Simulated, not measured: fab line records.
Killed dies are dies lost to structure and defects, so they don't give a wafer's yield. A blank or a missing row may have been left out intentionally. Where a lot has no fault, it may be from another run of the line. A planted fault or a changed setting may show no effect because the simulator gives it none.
fab line records	flow rit-cmos
record lots=15	wafers=45	last-day=7
route steps=202 shown NLDD@112 SPACER@128 PSD@148 SILICIDE@163 M1@202
lots with no fault: from the same line, run without faults
start-h: hours from the record's opening day to when the first of the lot's shown wafers began	wait-h: hours from the lot's prior step to this one	" same as the row above	L1.1+2: a row that stands for several wafers	- no value present, or no start provided	* or withheld: withheld	< > ~ a bound
route shown NAME@n: names a module that has steps shown in the file, with the first one's number in the route	usual: mean/standard deviation taken from wafers without a fault	same: alike in all rows	chamber/n: place in a boat	sites: the reading at each site	_std_site: how widely they spread, as a standard deviation	_edge_site: outer sites' mean less inner sites'	radius-mm: for every site, how far away it sits from the centre of the wafer	mask NAME#n: copy n	behind: tool/chamber where the wafer was last shaped	hold: reason for holding the lot/hours on hold/outcome of the hold	device: transistor that didn't switch, given as n, p or np	end of line: tests run on the same wafers once the route is complete	step lacking rows: just its recipe	killed: dies that structure and defects cost at the first sort, which is not the same as the wafer's yield	map: a wafer's dies, x killed, . not, _ none there
set.NAME: the run value of the setting; set.NAME@STEP: its run value at that earlier step	model.NAME: the simulator's own value behind a step, which no gauge read
the route's steps for a sample of lots (tables are steps, rows are wafers)
services: from which hour (start-h, from the record's first day; less than 0 if before it) a tool's chamber was out of use, for how many hours, and why
## steps
# step RIT_NLDD_STRIP_09
# recipe chemistry=O2	time-s=180	resist=NOVOLAK	platen-temp-c=withheld	power-w=500	pressure-mtorr=4000	o2-flow-sccm=4000
# usual drypump-motor-current-A=5.6/0.3
lot.wafer	tool	chamber	start-h	wait-h	drypump-motor-current-A	rf-hours-counter-h
L675.1	plasma-asher-02	1	44.68	0.1	5.7	41
L675.2	"	0	"	"	5.6	41
L675.4	"	0	"	"	5.6	-
L676.1	plasma-asher-02	0	52.75	0.1	5.6	42
L676.2	"	1	"	"	5.7	42
L676.6	"	0	"	"	5.6	-
L677.2	plasma-asher-03	0	58.24	0.1	5.5	25
L677.4	"	0	"	"	5.5	-
L677.6	"	0	"	"	5.5	-
L678.1	plasma-asher-04	0	63.50	0.1	5.4	42
L678.4	"	0	"	"	5.5	-
L678.6	"	1	"	"	6.5	-
L679.1	plasma-asher-03	1	66.05	0.1	5.4	26
L679.3	"	1	"	"	5.4	-
L679.4	"	0	"	"	5.5	-
L680.1	plasma-asher-03	1	71.45	0.1	5.4	27
L680.3	"	1	"	"	5.4	-
L680.5	"	1	"	"	5.4	-
L681.1	plasma-asher-04	0	77.48	0.1	5.4	44
L681.3	"	0	"	"	5.5	-
L681.6	"	0	"	"	5.4	-
L682.1	plasma-asher-03	1	88.41	0.1	5.4	29
L682.2	"	0	"	"	5.6	29
L682.3	"	1	"	"	5.4	-
L683.2	plasma-asher-03	1	91.09	0.1	5.4	29
L683.5	"	1	"	"	5.4	-
L683.6	"	0	"	"	5.5	-
L684.1	plasma-asher-02	1	93.18	0.1	5.8	47
L684.3	"	1	"	"	5.8	-
L684.4	"	0	"	"	5.6	-
L687.1	plasma-asher-02	1	107.20	0.1	5.8	49
L687.3	"	1	"	"	5.8	-
L687.4	"	0	"	"	5.6	-
L688.2	plasma-asher-03	1	111.80	0.1	5.4	32
L688.5	"	1	"	"	5.4	-
L688.6	"	0	"	"	5.5	-
L689.2	plasma-asher-03	0	117.10	0.1	5.5	32
L689.3	"	1	"	"	5.4	-
L689.6	"	0	"	"	5.5	-
L690.1	plasma-asher-02	0	122.91	0.1	5.6	51
L690.4	"	0	"	"	5.6	-
L690.5	"	0	"	"	5.6	-
L697.1	plasma-asher-02	1	157.15	0.1	5.8	54
L697.3	"	1	"	"	5.8	-
L697.4	"	0	"	"	5.6	-
# step RIT_SPACER_CVD_03
# recipe material=Si3N4	target-thk-nm=250	temp-c=810	precursor=SiH2Cl2/NH3	time-s=3300	pressure-mtorr=300	sih2cl2-flow-sccm=60	nh3-flow-sccm=150
lot.wafer	tool	chamber	start-h	wait-h
L675.1+2+4	lpcvd-02	0	46.86	0.0
L676.1+2+6	lpcvd-01	0	54.92	0.0
L677.2+4+6	lpcvd-02	1	60.40	0.0
L678.1+4+6	lpcvd-01	1	65.68	0.0
L679.1+3+4	lpcvd-01	1	68.20	0.0
L680.1+3+5	lpcvd-02	1	73.48	0.0
L681.1+3+6	lpcvd-02	0	79.64	0.0
L682.1+2+3	lpcvd-01	0	90.56	0.0
L683.2+5+6	lpcvd-02	0	93.11	0.0
L684.1+3+4	lpcvd-01	1	95.89	0.7
L687.1+3+4	lpcvd-01	1	109.35	0.0
L688.2+5+6	lpcvd-01	1	113.84	0.0
L689.2+3+6	lpcvd-01	1	119.19	0.0
L690.1+4+5	lpcvd-02	0	125.06	0.0
L697.1+3+4	lpcvd-02	0	159.24	0.0
# step RIT_PSD_OVL_MEAS_06
# usual PSD_OVL=0.8/1.7
lot.wafer	tool	chamber	start-h	wait-h	PSD_OVL[nm]
L675.1	overlay-02	-	51.61	-	0.6
L675.2	"	-	"	"	1.1
L675.4	"	-	"	"	-0.1
L676.1	overlay-01	-	60.48	-	0.4
L676.2	"	-	"	"	-0.1
L676.6	"	-	"	"	1.3
L677.2	overlay-02	-	64.81	-	1.0
L677.4	"	-	"	"	0.1
L677.6	"	-	"	"	0.6
L678.1	overlay-01	-	70.20	-	3.1
L678.4	"	-	"	"	4.6
L678.6	"	-	"	"	3.9
L679.1	overlay-02	-	72.76	-	0.2
L679.3	"	-	"	"	-0.6
L679.4	"	-	"	"	0.4
L680.1	overlay-01	-	78.00	-	2.4
L680.3	"	-	"	"	1.2
L680.5	"	-	"	"	0.6
L681.1	overlay-02	-	84.57	-	0.3
L681.3	"	-	"	"	-0.6
L681.6	"	-	"	"	0.0
L682.1	overlay-02	-	94.96	-	1.0
L682.2	"	-	"	"	1.4
L682.3	"	-	"	"	0.5
L683.2	overlay-01	-	97.77	-	2.5
L683.5	"	-	"	"	1.2
L683.6	"	-	"	"	2.7
L684.1	overlay-02	-	100.29	-	1.5
L684.3	"	-	"	"	1.9
L684.4	"	-	"	"	0.0
L687.1	overlay-01	-	113.87	-	-0.1
L687.3	"	-	"	"	-1.2
L687.4	"	-	"	"	-1.3
L688.2	overlay-02	-	118.73	-	1.3
L688.5	"	-	"	"	0.6
L688.6	"	-	"	"	-0.3
L689.2	overlay-02	-	123.75	-	1.0
L689.3	"	-	"	"	1.2
L689.6	"	-	"	"	2.6
L690.1	overlay-02	-	129.76	-	-2.0
L690.4	"	-	"	"	-2.8
L690.5	"	-	"	"	-1.9
L697.1	overlay-02	-	164.05	-	0.9
L697.3	"	-	"	"	0.6
L697.4	"	-	"	"	2.5
# step RIT_SILICIDE_RS_MEAS_02
# recipe thk-meas-gauge=four-point-probe	reads=Ti_of_SILICIDE_SPUTTER_01
# usual SILICIDE_TI_RS=47.7/0.72
lot.wafer	tool	chamber	start-h	wait-h	SILICIDE_TI_RS[ohm/sq]
L675.1	film-metro-03	-	53.30	0.1	47.1
L675.2	"	-	"	"	47.3
L675.4	"	-	"	"	47.2
L676.1	film-metro-02	-	62.14	0.1	48.4
L676.2	"	-	"	"	48.1
L676.6	"	-	"	"	50.1
L677.2	film-metro-03	-	66.46	0.1	47.7
L677.4	"	-	"	"	47.4
L677.6	"	-	"	"	47.5
L678.1	film-metro-02	-	71.84	0.1	47.1
L678.4	"	-	"	"	46.6
L678.6	"	-	"	"	47.1
L679.1	film-metro-04	-	74.40	0.1	46.0
L679.3	"	-	"	"	46.6
L679.4	"	-	"	"	46.4
L680.1	film-metro-04	-	79.66	0.1	48.4
L680.3	"	-	"	"	48.0
L680.5	"	-	"	"	48.3
L681.1	film-metro-04	-	86.21	0.1	47.6
L681.3	"	-	"	"	47.2
L681.6	"	-	"	"	47.8
L682.1	film-metro-02	-	96.59	0.1	46.9
L682.2	"	-	"	"	47.6
L682.3	"	-	"	"	47.2
L683.2	film-metro-03	-	99.42	0.1	48.6
L683.5	"	-	"	"	48.6
L683.6	"	-	"	"	48.1
L684.1	film-metro-03	-	101.93	0.1	47.9
L684.3	"	-	"	"	47.2
L684.4	"	-	"	"	48.5
L687.1	film-metro-04	-	115.51	0.1	49.1
L687.3	"	-	"	"	48.4
L687.4	"	-	"	"	48.4
L688.2	film-metro-02	-	120.41	0.1	47.9
L688.5	"	-	"	"	47.6
L688.6	"	-	"	"	48.2
L689.2	film-metro-04	-	125.40	0.1	47.0
L689.3	"	-	"	"	47.2
L689.6	"	-	"	"	47.2
L690.1	film-metro-04	-	131.47	0.1	48.1
L690.4	"	-	"	"	47.7
L690.5	"	-	"	"	47.5
L697.1	film-metro-03	-	165.72	0.1	47.8
L697.3	"	-	"	"	47.3
L697.4	"	-	"	"	47.5
# step RIT_M1_PROBE_99
# usual killed-at-contacts=0.1/0.25	killed-at-front-end=6.8/2.7	killed-dies=6.8/2.7	killed-on-rim=1.7/1.2	killed-open=3.4/1.8	killed-short=3.5/1.7
# same gross-dies=264	killed_at_M0_to_M3=0	killed_at_M4_up=0	killed-at-back-side=0	killed-at-other=0
lot.wafer	tool	chamber	start-h	wait-h	killed-at-contacts	killed-at-front-end	killed-dies	killed-on-rim	killed-open	killed-short
L675.1	prober-01	-	60.19	0.1	0	4	4	0	2	2
L675.2	prober-01	-	60.24	0.1	0	4	4	0	4	0
L675.4	prober-01	-	60.34	0.2	0	5	5	2	2	3
L676.1	prober-02	-	69.03	0.1	1	8	9	0	5	4
L676.2	prober-02	-	69.08	0.1	1	6	7	0	2	5
L676.6	prober-02	-	69.28	0.2	0	9	9	2	6	3
L677.2	prober-01	-	73.20	0.1	0	11	11	3	7	4
L677.4	prober-01	-	73.30	0.2	1	6	7	1	4	3
L677.6	prober-01	-	73.40	0.2	0	5	5	0	3	2
L678.1	prober-02	-	78.70	0.1	0	9	9	2	5	4
L678.4	prober-02	-	78.85	0.2	0	7	7	1	4	3
L678.6	prober-02	-	78.95	0.2	0	5	5	3	0	5
L679.1	prober-01	-	81.14	0.1	0	13	13	4	6	7
L679.3	prober-01	-	81.24	0.2	0	3	3	0	2	1
L679.4	prober-01	-	81.29	0.2	0	5	5	0	2	3
L680.1	prober-02	-	86.54	0.1	0	7	7	2	3	4
L680.3	prober-02	-	86.64	0.2	0	11	11	3	6	5
L680.5	prober-02	-	86.74	0.2	0	16	16	4	8	8
L681.1	prober-01	-	93.04	0.1	0	4	4	0	4	0
L681.3	prober-01	-	93.14	0.2	0	10	10	1	4	6
L681.6	prober-01	-	93.29	0.2	0	3	3	0	1	2
L682.1	prober-01	-	127.30	0.1	0	4	4	1	1	3
L682.2	prober-01	-	127.35	0.1	0	7	7	4	4	3
L682.3	prober-01	-	127.40	0.2	0	5	5	1	2	3
L683.2	prober-01	-	127.65	0.4	0	4	4	1	2	2
L683.5	prober-01	-	127.80	0.5	0	6	6	2	2	4
L683.6	prober-01	-	127.85	0.6	0	7	7	1	4	3
L684.1	prober-01	-	128.20	0.9	1	7	8	2	5	3
L684.3	prober-01	-	128.30	0.9	0	8	8	2	4	4
L684.4	prober-01	-	128.35	1.0	0	6	6	3	3	3
L688.2	prober-01	-	128.85	1.5	0	17	17	7	3	3
L688.5	prober-01	-	129.00	1.6	0	22	22	10	4	9
L688.6	prober-01	-	129.05	1.6	0	17	17	10	4	3
L687.1	prober-01	-	129.10	1.7	0	19	19	8	4	4
L687.3	prober-01	-	129.20	1.7	0	21	21	9	7	4
L687.4	prober-01	-	129.25	1.8	0	21	21	11	2	4
L689.2	prober-01	-	132.15	0.1	0	16	16	7	2	5
L689.3	prober-01	-	132.20	0.2	0	12	12	6	2	2
L689.6	prober-01	-	132.35	0.2	0	15	15	8	4	0
L690.1	prober-01	-	138.31	0.1	0	6	6	4	2	4
L690.4	prober-01	-	138.46	0.2	0	6	6	2	2	4
L690.5	prober-01	-	138.51	0.2	0	9	9	1	5	4
L697.1	prober-01	-	172.46	0.1	0	8	8	2	5	3
L697.3	prober-01	-	172.56	0.2	0	11	11	4	6	5
L697.4	prober-01	-	172.61	0.2	0	4	4	0	1	3
# killed by level:class
L675.1 GATE:geometric-particle:open=1 GATE:geometric-particle:short=1 SPACER:geometric-particle:open=1 SILICIDE:geometric-particle:short=1
L675.2 SPACER:geometric-particle:open=2 GATE:geometric-particle:open=1 SILICIDE:geometric-particle:open=1
L675.4 FOX2:geometric-particle:short=2 SPACER:geometric-particle:open=2 FOX1:geometric-particle:short=1
L676.1 GATE:geometric-particle:open=2 SILICIDE:geometric-particle:open=2 FOX1:geometric-particle:short=1 GATE:geometric-particle:short=1 REOX:geometric-particle:short=1 SPACER:geometric-particle:open=1 CONTACT:geometric-particle:short=1
L676.2 GATE:geometric-particle:short=3 FOX1:geometric-particle:open=1 FOX1:geometric-particle:short=1 GATE:geometric-particle:open=1 CONTACT:geometric-particle:short=1
L676.6 FOX1:geometric-particle:open=3 SPACER:geometric-particle:open=2 REOX:geometric-particle:short=1 REOX:geometric-particle:open=1 SPACER:geometric-particle:short=1 SILICIDE:geometric-particle:short=1
L677.2 GATE:geometric-particle:open=6 FOX1:geometric-particle:short=2 GATE:geometric-particle:short=1 SPACER:geometric-particle:short=1 SILICIDE:geometric-particle:open=1
L677.4 GATE:geometric-particle:short=3 FOX1:geometric-particle:open=2 GATE:geometric-particle:open=1 CONTACT:geometric-particle:open=1
L677.6 GATE:geometric-particle:open=2 FOX2:geometric-particle:short=1 REOX:geometric-particle:open=1 SILICIDE:geometric-particle:short=1
L678.1 GATE:geometric-particle:open=2 SILICIDE:geometric-particle:open=2 FOX1:geometric-particle:open=1 GATE:geometric-particle:short=1 REOX:geometric-particle:short=1 SPACER:geometric-particle:short=1 SILICIDE:geometric-particle:short=1
L678.4 FOX1:geometric-particle:short=2 REOX:geometric-particle:open=2 FOX1:geometric-particle:open=1 REOX:geometric-particle:short=1 SPACER:geometric-particle:open=1
L678.6 GATE:geometric-particle:short=2 FOX1:geometric-particle:short=1 REOX:geometric-particle:short=1 SILICIDE:geometric-particle:short=1
L679.1 GATE:geometric-particle:open=4 GATE:geometric-particle:short=3 FOX2:geometric-particle:short=2 SILICIDE:geometric-particle:open=2 REOX:geometric-particle:short=1 SPACER:geometric-particle:short=1
L679.3 GATE:geometric-particle:open=2 FOX2:geometric-particle:short=1
L679.4 GATE:geometric-particle:short=2 FOX1:geometric-particle:short=1 FOX1:geometric-particle:open=1 GATE:geometric-particle:open=1
L680.1 GATE:geometric-particle:open=2 GATE:geometric-particle:short=2 SILICIDE:geometric-particle:short=2 REOX:geometric-particle:open=1
L680.3 GATE:geometric-particle:short=3 GATE:geometric-particle:open=2 FOX1:geometric-particle:open=1 FOX2:geometric-particle:open=1 REOX:geometric-particle:short=1 REOX:geometric-particle:open=1 SPACER:geometric-particle:open=1 SILICIDE:geometric-particle:short=1
L680.5 GATE:geometric-particle:open=6 GATE:geometric-particle:short=4 SILICIDE:geometric-particle:short=2 FOX2:geometric-particle:short=1 REOX:geometric-particle:open=1 REOX:geometric-particle:short=1 SILICIDE:geometric-particle:open=1
L681.1 FOX1:geometric-particle:open=3 SPACER:geometric-particle:open=1
L681.3 GATE:geometric-particle:short=2 REOX:geometric-particle:open=2 SILICIDE:geometric-particle:short=2 FOX1:geometric-particle:short=1 GATE:geometric-particle:open=1 SPACER:geometric-particle:open=1 SPACER:geometric-particle:short=1
L681.6 FOX2:geometric-particle:short=2 FOX2:geometric-particle:open=1
L682.1 GATE:geometric-particle:short=3 GATE:geometric-particle:open=1
L682.2 FOX1:geometric-particle:open=1 FOX2:geometric-particle:open=1 GATE:geometric-particle:open=1 GATE:geometric-particle:short=1 REOX:geometric-particle:short=1 REOX:geometric-particle:open=1 SILICIDE:geometric-particle:short=1
L682.3 GATE:geometric-particle:open=2 GATE:geometric-particle:short=1 REOX:geometric-particle:short=1 SPACER:geometric-particle:short=1
L683.2 GATE:geometric-particle:open=1 REOX:geometric-particle:short=1 SILICIDE:geometric-particle:short=1 SILICIDE:geometric-particle:open=1
L683.5 FOX2:geometric-particle:short=2 GATE:geometric-particle:short=1 REOX:geometric-particle:open=1 SPACER:geometric-particle:short=1 SILICIDE:geometric-particle:open=1
L683.6 FOX2:geometric-particle:open=2 FOX2:geometric-particle:short=1 GATE:geometric-particle:short=1 GATE:geometric-particle:open=1 REOX:geometric-particle:open=1 SPACER:geometric-particle:short=1
L684.1 GATE:geometric-particle:open=2 FOX1:geometric-particle:open=1 FOX2:geometric-particle:short=1 GATE:geometric-particle:short=1 REOX:geometric-particle:open=1 SPACER:geometric-particle:open=1 CONTACT:geometric-particle:short=1
L684.3 FOX1:geometric-particle:open=2 REOX:geometric-particle:short=2 SPACER:geometric-particle:short=2 GATE:geometric-particle:open=1 SPACER:geometric-particle:open=1
L684.4 GATE:geometric-particle:short=2 GATE:geometric-particle:open=1 REOX:geometric-particle:open=1 SILICIDE:geometric-particle:short=1 SILICIDE:geometric-particle:open=1
L688.2 SPACER:unspecified=11 FOX1:geometric-particle:short=2 GATE:geometric-particle:open=2 SPACER:geometric-particle:open=1 SPACER:geometric-particle:short=1
L688.5 SPACER:unspecified=9 FOX1:geometric-particle:short=3 FOX1:geometric-particle:open=2 SPACER:geometric-particle:short=2 FOX2:geometric-particle:open=2 FOX2:geometric-particle:short=2 GATE:geometric-particle:short=1 REOX:geometric-particle:short=1
L688.6 SPACER:unspecified=10 GATE:geometric-particle:short=2 GATE:geometric-particle:open=2 FOX2:geometric-particle:short=1 FOX2:geometric-particle:open=1 REOX:geometric-particle:open=1
L687.1 SPACER:unspecified=11 GATE:geometric-particle:short=3 FOX2:geometric-particle:open=1 REOX:geometric-particle:short=1 REOX:geometric-particle:open=1 SPACER:geometric-particle:open=1 SILICIDE:geometric-particle:open=1
L687.3 SPACER:unspecified=10 GATE:geometric-particle:open=3 SPACER:geometric-particle:short=3 REOX:geometric-particle:open=2 SPACER:geometric-particle:open=2 REOX:geometric-particle:short=1
L687.4 SPACER:unspecified=15 FOX1:geometric-particle:short=2 FOX1:geometric-particle:open=1 SILICIDE:geometric-particle:short=1 GATE:geometric-particle:open=1 SPACER:geometric-particle:short=1
L689.2 SPACER:unspecified=9 GATE:geometric-particle:short=2 REOX:geometric-particle:short=2 FOX2:geometric-particle:open=1 FOX2:geometric-particle:short=1 REOX:geometric-particle:open=1
L689.3 SPACER:unspecified=8 FOX2:geometric-particle:short=1 GATE:geometric-particle:short=1 GATE:geometric-particle:open=1 REOX:geometric-particle:open=1
L689.6 SPACER:unspecified=11 GATE:geometric-particle:open=3 SPACER:geometric-particle:open=1
L690.1 REOX:geometric-particle:short=2 GATE:geometric-particle:short=1 REOX:geometric-particle:open=1 SPACER:geometric-particle:open=1 SILICIDE:geometric-particle:short=1
L690.4 GATE:geometric-particle:open=2 GATE:geometric-particle:short=2 FOX2:geometric-particle:short=1 SILICIDE:geometric-particle:short=1
L690.5 GATE:geometric-particle:short=3 FOX2:geometric-particle:open=2 FOX1:geometric-particle:short=1 GATE:geometric-particle:open=1 REOX:geometric-particle:open=1 SILICIDE:geometric-particle:open=1
L697.1 GATE:geometric-particle:open=3 FOX1:geometric-particle:short=1 FOX2:geometric-particle:open=1 GATE:geometric-particle:short=1 SPACER:geometric-particle:open=1 SILICIDE:geometric-particle:short=1
L697.3 GATE:geometric-particle:open=4 GATE:geometric-particle:short=3 SPACER:geometric-particle:short=2 FOX1:geometric-particle:open=1 SILICIDE:geometric-particle:open=1
L697.4 SPACER:geometric-particle:short=2 SPACER:geometric-particle:open=1 SILICIDE:geometric-particle:short=1
## services
tool	chamber	start-h	hours	kind
plasma-asher-04	-	78.79	21.3	repair
plasma-asher-04	-	108.75	9.0	pm
plasma-asher-04	0	108.75	9.0	vent-cycle
plasma-asher-04	1	108.75	9.0	vent-cycle
plasma-asher-04	0	117.75	-	clean
plasma-asher-04	1	117.75	-	clean
plasma-asher-02	-	126.35	4.3	pm
## key
first-sign step=RIT_M1_PROBE_99	reading=killed-at-front-end	direction=up	sigmas=4	usual=6.8	struck=17.8
effect step=RIT_M1_PROBE_99	reading=killed-dies	direction=up	sigmas=4	usual=6.8	struck=17.8
met-at RIT_SPACER_CVD_03
struck-lots L687,L688,L689
struck-wafers L687.1,L687.3,L687.4,L688.2,L688.5,L688.6,L689.2,L689.3,L689.6
tester-left-out L687,L688,L689
not-acting-at RIT_NLDD_STRIP_09,RIT_PSD_OVL_MEAS_06,RIT_SILICIDE_RS_MEAS_02
onset-between 95.89 109.35
fault kind=chamber-particle-source	tool=lpcvd-01	chamber=1	onset-h=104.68	steps=RIT_SPACER_CVD_03	rate-per-visit-cm2=0.50478	end-h=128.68
# tester-left-out: of these lots the tester's yield and bins aren't shown, on N5 and GAA mostly nor the transistor test; their killed dies are dies lost to structure and defects alone, not to doping, threshold or leakage, so they don't give the yield
